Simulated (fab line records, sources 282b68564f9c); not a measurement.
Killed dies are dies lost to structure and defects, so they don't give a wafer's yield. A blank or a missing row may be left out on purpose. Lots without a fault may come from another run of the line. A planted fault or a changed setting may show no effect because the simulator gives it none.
Which tool did it? | flow rit_cmos | 7 lots, 21 wafers sampled, at 2 steps of a route of 202

WHAT THE GAUGES READ, wafer by wafer
RIT_CONTACT_THK_MEAS_01.
lot  | measured    | on            | CONTACT_TEOS_THK (nm)
L324 | day 3 16:03 | film_metro-04 | 397 402 396
L327 | day 4 09:59 | film_metro-03 | 399 398 400
L329 | day 4 13:32 | film_metro-01 | 386 400 403
L331 | day 5 02:29 | film_metro-01 | 399 404 407
L338 | day 7 02:25 | film_metro-04 | 409 397 401
L343 | day 7 23:41 | film_metro-01 | 350 402 406
L344 | day 8 06:10 | film_metro-03 | 396 395 398

WHICH TOOL RAN EACH LOT (tool, then ch and the chambers of the sampled wafers, then the start)
lot  | RIT_CONTACT_CVD_00
L324 | pecvd-04 ch 0,2, day 3 15:59
L327 | pecvd-04 ch 0,1, day 4 09:56
L329 | pecvd-03 ch 0,1, day 4 13:29
L331 | pecvd-02 ch 0,1,2, day 5 02:26
L338 | pecvd-03 ch 0,1,2, day 7 02:21
L343 | pecvd-02 ch 0,1,2, day 7 23:38
L344 | pecvd-04 ch 0,2, day 8 06:07
- RIT_CONTACT_CVD_00: deposits SiO2 from TEOS, target thk 400 nm, time 61 s.

THE ANSWER, worked out from the rows above alone
Rule: what is usual is taken from the lots themselves. Put in order of their means at a reading, lots are off if they are a third of the lots or fewer, leave a main group of 4 or more, and stand apart from it by a gap of 3 or more times the standard deviation of the main group's means; of several such gaps the widest counts. A main group whose means are all the same, to the digits that the tables above print for the reading, isn't used. A lot without any number at a reading at which 4 lots or more have one is off too. The other lots that the step has rows for count as sound.
Off: L343, at RIT_CONTACT_THK_MEAS_01 (CONTACT_TEOS_THK). The main group: mean 399 nm, standard deviation 2.7.
A tool fits if, at a process step before that reading, it ran every lot that is off, and no sound lot after the first of them. The gauges at RIT_CONTACT_THK_MEAS_01 are tried like those tools. Can't be told from this: 2 tools fit, pecvd-02 at RIT_CONTACT_CVD_00, film_metro-01 at RIT_CONTACT_THK_MEAS_01.

WHAT THE SIMULATOR HAD PUT IN
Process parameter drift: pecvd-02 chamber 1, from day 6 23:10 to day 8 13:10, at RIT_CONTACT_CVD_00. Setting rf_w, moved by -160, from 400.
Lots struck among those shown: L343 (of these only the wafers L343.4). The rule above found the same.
